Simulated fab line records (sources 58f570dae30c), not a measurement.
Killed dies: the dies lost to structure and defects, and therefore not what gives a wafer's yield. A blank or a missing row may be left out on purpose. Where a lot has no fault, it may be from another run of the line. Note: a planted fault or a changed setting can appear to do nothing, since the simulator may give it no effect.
Check for tools in common    flow berkeleyCmos170    15 lots and 45 wafers in the sample

## WHY THIS WAS OPENED
At UCB170_M3_CD_MEAS_15 the reading cdNm is flagged on 3 of 15 lots. Wafers without a fault read 700.2 nm, standard deviation 1.3.
Rule: a lot is flagged when every wafer of it that has a number lies more than 4 standard deviations from that mean, or none has a number. The rest of the lots are taken to be sound.

lot   measured      on        cdNm (nm), wafer by wafer  flag
L339  day 7 18:07   cdSem-01  698.8 700.3 698.9          
L340  day 8 03:34   cdSem-02  700.0 699.5 698.1          
L343  day 8 14:29   cdSem-01  701.2 701.8 700.7          
L341  day 8 20:09   cdSem-01  700.7 700.9 703.3          
L342  day 9 00:43   cdSem-01  699.3 699.2 698.4          
L345  day 9 01:20   cdSem-01  702.0 700.1 702.1          
L347  day 9 19:29   cdSem-01  696.8 698.0 698.3          
L352  day 10 07:07  cdSem-01  661.2 661.6 660.7          FLAGGED
L350  day 10 08:34  cdSem-01  670.2 669.5 671.4          FLAGGED
L353  day 10 17:22  cdSem-02  674.9 675.7 677.4          FLAGGED
L355  day 10 19:45  cdSem-02  700.4 701.8 700.5          
L356  day 11 07:28  cdSem-01  700.2 700.4 698.7          
L357  day 11 07:52  cdSem-01  700.2 699.1 700.3          
L359  day 11 21:18  cdSem-02  702.6 701.8 702.7          
L360  day 12 03:41  cdSem-01  698.3 699.0 698.7          
On average the flagged lots' numbers are 669.2 nm, which is -31.0 nm against the usual, or -24 standard deviations.

## WHICH TOOL EACH LOT WENT THROUGH
The record holds 1 process step before the reading, out of a route of 331 steps. Every cell lists first the tool, next ch and the chambers used by the sampled wafers, and last the start.
lot   flag     UCB170_M3_SOFTBAKE_11
L339           lithoTrack-02 ch 0, day 7 17:00
L340           lithoTrack-03 ch 0, day 8 02:00
L343           lithoTrack-01 ch 0, day 8 13:00
L341           lithoTrack-03 ch 0, day 8 19:00
L342           lithoTrack-02 ch 0, day 9 00:00
L345           lithoTrack-01 ch 0, day 9 00:00
L347           lithoTrack-01 ch 0, day 9 18:00
L352  FLAGGED  lithoTrack-01 ch 0, day 10 06:00
L350  FLAGGED  lithoTrack-01 ch 0, day 10 07:00
L353  FLAGGED  lithoTrack-01 ch 0, day 10 16:00
L355           lithoTrack-03 ch 0, day 10 18:00
L356           lithoTrack-02 ch 0, day 11 06:00
L357           lithoTrack-03 ch 0, day 11 07:00
L359           lithoTrack-02 ch 0, day 11 20:00
L360           lithoTrack-03 ch 0, day 12 02:00
What the steps here do:
- UCB170_M3_SOFTBAKE_11: time 60 s.
- UCB170_M3_CD_MEAS_15: target cd 700 nm.

## FLAGGED AGAINST TOTAL, ONE TOOL AT A TIME (gauges that did the reading follow at the end)
step                   tool           lots run  flagged  share of the flagged lots  sound lots run after its first flagged lot
UCB170_M3_SOFTBAKE_11  lithoTrack-01  6         3        all                        0
UCB170_M3_SOFTBAKE_11  lithoTrack-02  4         0        none                       -
UCB170_M3_SOFTBAKE_11  lithoTrack-03  5         0        none                       -
UCB170_M3_CD_MEAS_15   cdSem-01       11        2        some                       3 (L356,L357,L360)
UCB170_M3_CD_MEAS_15   cdSem-02       4         1        some                       2 (L355,L359)

## WHAT THE TABLE ALLOWS
In the table, 1 row covers all flagged lots: lithoTrack-01 at UCB170_M3_SOFTBAKE_11.
- lithoTrack-01 at UCB170_M3_SOFTBAKE_11: 3 of its 6 lots flagged. It ran its last sound lot, L347, at day 9 18:00 and its first flagged lot, L352, at day 10 06:00: a fault with its onset between the two fits. Its own readings lie more than 4 standard deviations out on every wafer of the flagged lots: heaterPowerTotalW, plateTempC.
lithoTrack-01 at UCB170_M3_SOFTBAKE_11 is the single tool remaining.

## WHAT THE SIMULATOR HAD PUT IN
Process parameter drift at UCB170_M3_SOFTBAKE_11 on lithoTrack-01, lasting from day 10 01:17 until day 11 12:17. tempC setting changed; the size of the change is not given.
Lots struck among those shown: L352, L350, L353. This agrees with what the rule above found.
